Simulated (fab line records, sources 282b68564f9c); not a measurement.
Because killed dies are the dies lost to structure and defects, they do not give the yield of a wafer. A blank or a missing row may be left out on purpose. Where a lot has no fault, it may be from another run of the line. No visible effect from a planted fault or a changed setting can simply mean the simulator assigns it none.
fab line records -- flow ritCmos
record: lots: 5, wafers: 15, lastDay: 7
route steps=202 shown GATE@86 REOX@98 M1@202
lots that met no fault: taken from a fault-free run of the same line
startH: start of the lot's first displayed wafer, in hours after the record's first day -- waitH: hours from the lot's prior step to this one -- " identical to the entry in the row above -- L1.1+2: a row that stands for several wafers -- - no value, or no start was given -- * or withheld: withheld -- < > ~ a bound
route shown NAME@n: names a module that has steps shown in the file, with the first one's number in the route -- usual: average and standard deviation across the fault-free wafers -- same: alike in all rows -- chamber/n: place in a boat -- sites: the reading at each site -- _std_site: the standard deviation of these -- _edge_site: mean of outer sites minus mean of inner sites -- radiusMm: how far each site lies from the wafer's centre -- mask NAME#n: copy n -- behind: the last tool/chamber to shape the wafer -- hold: why the lot was held/for how many hours/how that ended -- device: transistor that didn't switch, given as n, p or np -- end of line: the same wafers' tests at the end of the route -- a step without rows: its recipe alone -- killed: dies that structure and defects cost at the first sort, which is not the same as the wafer's yield -- map: dies across one wafer; x = killed, . = not, _ = none there
set.NAME: the setting that was run; set.NAME@STEP: the one run at that earlier step -- model.NAME: the simulator's own value behind a step, which no gauge read
lots seen at some steps along the route; tables by step, rows by wafer
services: the hour from which a tool's chamber was out of use, counted from the record's first day as startH (under 0 if before that day), plus the number of hours and why
== steps ==
step: RIT_GATE_HMDS_10
recipe: primeTimeS: 60, primeTempC: 140
step: RIT_GATE_COAT_11
recipe: resist: NOVOLAK, spinRpm: 4250, resistThkNm: 850
step: RIT_GATE_SOFTBAKE_12
recipe: resist: NOVOLAK, tempC: 90, timeS: 61.23
usual: plateSensorTCentreC: 90.969/0.012, plateSensorTEdgeC: 91.021/0.0093
lot.wafer,tool,chamber,startH,waitH,plateSensorTCentreC,plateSensorTEdgeC
L415.1,lithoTrack-03,0,95.18,0.1,90.978,91.016
L415.3,lithoTrack-03,0,95.18,0.1,90.970,91.023
L415.6,lithoTrack-03,0,95.18,0.1,90.974,91.018
L418.2,lithoTrack-04,0,110.39,0.1,90.978,91.040
L418.3,lithoTrack-04,0,110.39,0.1,90.964,91.022
L418.6,lithoTrack-04,0,110.39,0.1,90.971,91.018
L419.3,lithoTrack-04,0,115.39,0.1,90.982,91.018
L419.5,lithoTrack-04,0,115.39,0.1,90.990,91.023
L419.6,lithoTrack-04,0,115.39,0.1,90.960,91.018
L421.2,lithoTrack-01,0,125.81,0.1,90.959,91.032
L421.5,lithoTrack-01,0,125.81,0.1,90.971,91.011
L421.6,lithoTrack-01,0,125.81,0.1,90.953,91.031
L424.1,lithoTrack-01,0,141.22,0.1,90.971,91.017
L424.3,lithoTrack-01,0,141.22,0.1,90.966,91.002
L424.6,lithoTrack-01,0,141.22,0.1,90.973,91.019
step: RIT_GATE_EXPOSE_13
recipe: maskId: M6, na: 0.6, sourceShape: conventional, sigmaOuter: 0.6, targetCdNm: 150, doseMj: 380
step: RIT_GATE_PEB_14
recipe: resist: NOVOLAK, tempC: withheld, timeS: withheld
step: RIT_GATE_DEVELOP_15
recipe: resist: NOVOLAK, developTimeS: 50, devTempC: 23
step: RIT_GATE_CD_MEAS_16
recipe: targetCdNm: 150
usual: cdNm: 149.6/2.4
lot.wafer,tool,chamber,startH,waitH,cdNm
L415.1,cdSem-01,-,95.73,-,152.2
L415.3,cdSem-01,-,95.73,-,148.0
L415.6,cdSem-01,-,95.73,-,151.5
L418.2,cdSem-02,-,110.93,-,148.7
L418.3,cdSem-02,-,110.93,-,153.3
L418.6,cdSem-02,-,110.93,-,149.1
L419.3,cdSem-01,-,116.06,-,150.6
L419.5,cdSem-01,-,116.06,-,149.1
L419.6,cdSem-01,-,116.06,-,150.4
L421.2,cdSem-01,-,126.57,-,148.9
L421.5,cdSem-01,-,126.57,-,150.1
L421.6,cdSem-01,-,126.57,-,149.1
L424.1,cdSem-02,-,141.99,-,150.4
L424.3,cdSem-02,-,141.99,-,153.2
L424.6,cdSem-02,-,141.99,-,150.3
step: RIT_GATE_OVL_MEAS_17
usual: GATE_OVL: -1.4/1.2
lot.wafer,tool,chamber,startH,waitH,GATE_OVL[nm]
L415.1,overlay-01,-,95.85,0.1,-1.1
L415.3,overlay-01,-,95.85,0.1,-1.7
L415.6,overlay-01,-,95.85,0.1,-0.2
L418.2,overlay-01,-,111.04,0.1,-0.9
L418.3,overlay-01,-,111.04,0.1,-0.7
L418.6,overlay-01,-,111.04,0.1,-0.4
L419.3,overlay-01,-,116.15,0.1,-2.9
L419.5,overlay-01,-,116.15,0.1,-3.6
L419.6,overlay-01,-,116.15,0.1,-3.6
L421.2,overlay-02,-,126.67,0.1,-2.4
L421.5,overlay-02,-,126.67,0.1,-1.0
L421.6,overlay-02,-,126.67,0.1,-2.4
L424.1,overlay-01,-,142.11,0.1,-1.3
L424.3,overlay-01,-,142.11,0.1,-1.4
L424.6,overlay-01,-,142.11,0.1,-0.9
step: RIT_GATE_HARDBAKE_18
recipe: resist: NOVOLAK, tempC: 140, timeS: 60
step: RIT_GATE_ETCH_19
recipe: chemistry: SF6/CHF3/O2, timeS: 165, SF6_flow_sccm: 30, CHF3_flow_sccm: 30, O2_flow_sccm: 5, target: poly-Si, pressureMtorr: 40, rfW: 160, targetDepthA: 3125, overEtchFrac: 0.25, stopOn: SiO2
usual: SF6_flow_sccm: 30.00/0.083, drypumpMotorCurrentA: 5.7/0.42, oesProductAu: 0.850/0.013, rfFwdPowerW: 159.3/0.5, throttleValvePct: 10.26/0.16
lot.wafer,tool,chamber,startH,waitH,SF6_flow_sccm,drypumpMotorCurrentA,oesProductAu,rfFwdPowerW,rfHoursCounterH,throttleValvePct
L415.1,rieSi-01,3,96.04,0.1,30.00,5.8,0.839,160.2,62,10.28
L415.3,rieSi-01,2,96.04,0.1,30.02,5.7,0.864,158.3,108,10.42
L415.6,rieSi-01,2,96.04,0.1,30.09,5.7,0.865,158.9,-,10.42
L418.2,rieSi-02,3,111.22,0.1,29.97,5.1,0.851,159.6,38,10.48
L418.3,rieSi-02,0,111.22,0.1,29.90,5.1,0.838,159.9,3,10.11
L418.6,rieSi-02,1,111.22,0.1,29.99,5.7,0.831,158.2,-,10.41
L419.3,rieSi-01,2,116.32,0.1,30.07,5.7,0.884,158.6,108,10.43
L419.5,rieSi-01,2,116.32,0.1,30.01,5.7,0.874,159.4,-,10.41
L419.6,rieSi-01,3,116.32,0.1,30.12,5.8,0.852,159.4,-,10.27
L421.2,rieSi-01,0,126.85,0.1,29.95,6.5,0.852,159.0,66,9.98
L421.5,rieSi-01,2,126.85,0.1,29.88,5.8,0.875,159.6,-,10.42
L421.6,rieSi-01,3,126.85,0.1,30.01,5.8,0.850,158.8,-,10.26
L424.1,rieSi-02,2,142.30,0.1,29.96,5.4,0.848,158.6,110,10.21
L424.3,rieSi-02,3,142.30,0.1,30.01,5.1,0.848,158.8,39,10.48
L424.6,rieSi-02,0,142.30,0.1,30.17,5.1,0.847,160.7,-,10.11
step: RIT_GATE_STRIP_20
recipe: chemistry: O2, timeS: 180, resist: NOVOLAK, platenTempC: withheld, powerW: 500, pressureMtorr: 4000, o2FlowSccm: 4000
usual: drypumpMotorCurrentA: 5.5/0.37, rfReflPowerW: 7.7/1.5
lot.wafer,tool,chamber,startH,waitH,drypumpMotorCurrentA,rfHoursCounterH,rfReflPowerW
L415.1,plasmaAsher-04,0,96.14,0.1,5.2,34,7.6
L415.3,plasmaAsher-04,0,96.14,0.1,5.2,-,7.4
L415.6,plasmaAsher-04,0,96.14,0.1,5.2,-,7.3
L418.2,plasmaAsher-04,0,111.33,0.1,5.2,36,7.3
L418.3,plasmaAsher-04,0,111.33,0.1,5.2,-,7.5
L418.6,plasmaAsher-04,1,111.33,0.1,5.6,-,9.7
L419.3,plasmaAsher-04,1,116.49,0.1,5.6,-,10.3
L419.5,plasmaAsher-04,0,116.49,0.1,5.2,-,7.6
L419.6,plasmaAsher-04,1,116.49,0.1,5.6,-,10.4
L421.2,plasmaAsher-04,0,126.96,0.1,5.2,38,7.8
L421.5,plasmaAsher-04,0,126.96,0.1,5.2,-,7.6
L421.6,plasmaAsher-04,1,126.96,0.1,5.6,-,10.4
L424.1,plasmaAsher-01,0,142.41,0.1,5.6,51,7.6
L424.3,plasmaAsher-01,0,142.41,0.1,5.6,-,7.1
L424.6,plasmaAsher-01,0,142.41,0.1,5.6,-,7.5
step: RIT_GATE_CD_MEAS_90
recipe: targetCdNm: 150
usual: cdNm: 149.5/2.4
lot.wafer,tool,chamber,startH,waitH,cdNm
L415.1,cdSem-02,-,96.32,0.1,152.1
L415.3,cdSem-02,-,96.32,0.1,148.1
L415.6,cdSem-02,-,96.32,0.1,151.5
L418.2,cdSem-02,-,111.52,0.1,148.9
L418.3,cdSem-02,-,111.52,0.1,153.3
L418.6,cdSem-02,-,111.52,0.1,149.1
L419.3,cdSem-01,-,116.64,0.1,150.2
L419.5,cdSem-01,-,116.64,0.1,149.4
L419.6,cdSem-01,-,116.64,0.1,150.1
L421.2,cdSem-01,-,127.23,0.2,148.5
L421.5,cdSem-01,-,127.23,0.2,149.9
L421.6,cdSem-01,-,127.23,0.2,148.7
L424.1,cdSem-01,-,142.58,0.1,150.0
L424.3,cdSem-01,-,142.58,0.1,152.9
L424.6,cdSem-01,-,142.58,0.1,150.1
step: RIT_REOX_CLEAN_00
recipe: chemistry: SC1, mix: 3:3:50, timeS: 600, tempC: 75
usual: runLengthS: 628/3.2
lot.wafer,tool,chamber,startH,waitH,runLengthS
L415.1,wetBench-02,0,96.44,0.1,675
L415.3,wetBench-02,0,96.44,0.1,675
L415.6,wetBench-02,0,96.44,0.1,675
L418.2,wetBench-01,1,111.62,0.1,626
L418.3,wetBench-01,1,111.62,0.1,626
L418.6,wetBench-01,1,111.62,0.1,626
L419.3,wetBench-02,3,116.72,0.1,626
L419.5,wetBench-02,3,116.72,0.1,626
L419.6,wetBench-02,3,116.72,0.1,626
L421.2,wetBench-01,3,127.33,0.1,635
L421.5,wetBench-01,3,127.33,0.1,635
L421.6,wetBench-01,3,127.33,0.1,635
L424.1,wetBench-04,1,142.70,0.1,627
L424.3,wetBench-04,1,142.70,0.1,627
L424.6,wetBench-04,1,142.70,0.1,627
step: RIT_REOX_CLEAN_01
recipe: chemistry: dHF, dilution: 50:1, timeS: 30
step: RIT_M1_PROBE_99
usual: killedAtContacts: 0.1/0.27, killedAtFrontEnd: 7.2/2.9, killedDies: 7.3/2.9, killedOpen: 3.6/1.9, killedShort: 3.8/1.9
same: grossDies: 264, killed_at_M0_to_M3: 0, killed_at_M4_up: 0, killedAtBackSide: 0, killedAtOther: 0
lot.wafer,tool,chamber,startH,waitH,killedAtContacts,killedAtFrontEnd,killedDies,killedOpen,killedShort
L415.1,prober-01,-,116.04,0.1,0,5,5,2,3
L415.3,prober-01,-,116.14,0.2,0,5,5,3,2
L415.6,prober-01,-,116.29,0.2,0,13,13,9,4
L418.2,prober-02,-,132.33,0.1,0,6,6,3,3
L418.3,prober-02,-,132.38,0.2,1,7,8,5,3
L418.6,prober-02,-,132.53,0.2,0,6,6,4,2
L419.3,prober-01,-,137.65,0.2,0,10,10,4,6
L419.5,prober-01,-,137.75,0.2,0,8,8,3,5
L419.6,prober-01,-,137.80,0.2,0,7,7,2,5
L421.2,prober-01,-,147.27,0.1,0,2,2,0,2
L421.5,prober-01,-,147.42,0.2,0,7,7,4,3
L421.6,prober-01,-,147.47,0.2,0,5,5,1,4
L424.1,prober-02,-,166.02,0.1,0,10,10,6,4
L424.3,prober-02,-,166.12,0.2,0,5,5,4,1
L424.6,prober-02,-,166.27,0.2,0,7,7,2,5
killed by level:class
L415.1 GATE:geometricParticle:short=2 FOX1:geometricParticle:short=1 REOX:geometricParticle:open=1 SILICIDE:geometricParticle:open=1
L415.3 GATE:geometricParticle:open=2 GATE:geometricParticle:short=2 REOX:geometricParticle:open=1
L415.6 REOX:geometricParticle:open=4 GATE:geometricParticle:open=3 SPACER:geometricParticle:short=2 FOX1:geometricParticle:short=1 FOX2:geometricParticle:open=1 SPACER:geometricParticle:open=1 SILICIDE:geometricParticle:short=1
L418.2 GATE:geometricParticle:short=2 FOX1:geometricParticle:open=1 SPACER:geometricParticle:open=1 SPACER:geometricParticle:short=1 SILICIDE:geometricParticle:open=1
L418.3 GATE:geometricParticle:open=4 GATE:geometricParticle:short=1 SPACER:geometricParticle:short=1 SILICIDE:geometricParticle:short=1 CONTACT:geometricParticle:open=1
L418.6 REOX:geometricParticle:open=2 FOX1:geometricParticle:short=1 GATE:geometricParticle:open=1 SILICIDE:geometricParticle:short=1 SILICIDE:geometricParticle:open=1
L419.3 GATE:geometricParticle:short=3 REOX:geometricParticle:short=3 GATE:geometricParticle:open=2 REOX:geometricParticle:open=2
L419.5 GATE:geometricParticle:short=3 SILICIDE:geometricParticle:short=2 GATE:geometricParticle:open=1 SPACER:geometricParticle:open=1 SILICIDE:geometricParticle:open=1
L419.6 GATE:geometricParticle:short=2 GATE:geometricParticle:open=1 REOX:geometricParticle:short=1 SPACER:geometricParticle:short=1 SILICIDE:geometricParticle:short=1 SILICIDE:geometricParticle:open=1
L421.2 FOX2:geometricParticle:short=1 SILICIDE:geometricParticle:short=1
L421.5 GATE:geometricParticle:open=2 FOX1:geometricParticle:open=1 FOX1:geometricParticle:short=1 GATE:geometricParticle:short=1 REOX:geometricParticle:short=1 SPACER:geometricParticle:open=1
L421.6 FOX1:geometricParticle:short=1 REOX:geometricParticle:open=1 REOX:geometricParticle:short=1 SPACER:geometricParticle:short=1 SILICIDE:geometricParticle:short=1
L424.1 SPACER:geometricParticle:open=3 FOX1:geometricParticle:open=2 GATE:geometricParticle:short=2 REOX:geometricParticle:short=2 GATE:geometricParticle:open=1
L424.3 FOX2:geometricParticle:open=1 GATE:geometricParticle:short=1 GATE:geometricParticle:open=1 REOX:geometricParticle:open=1 SPACER:geometricParticle:open=1
L424.6 REOX:geometricParticle:short=2 REOX:geometricParticle:open=2 FOX1:geometricParticle:short=1 GATE:geometricParticle:short=1 SILICIDE:geometricParticle:short=1
== services ==
tool,chamber,startH,hours,kind
plasmaAsher-01,-,83.32,14.6,pm
wetBench-02,-,90.96,2.8,repair
== key ==
firstSign: step: RIT_REOX_CLEAN_00, reading: runLengthS, direction: up, sigmas: 15, usual: *, struck: *
effect none on later readings
metAt RIT_REOX_CLEAN_00
struckWafers L415.1,L415.3,L415.6
testerLeftOut L415
fault: kind: processParameterDrift, tool: wetBench-02, chamber: 0, onsetH: 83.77, steps: RIT_REOX_CLEAN_00, channel: timeS, offset: *, shape: step, endH: 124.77, actsIn: *, stated: *
testerLeftOut: of these lots the tester's yield and bins aren't shown, on N5 and GAA mostly nor the transistor test; their killed dies are dies lost to structure and defects alone, not to doping, threshold or leakage, so they don't give the yield
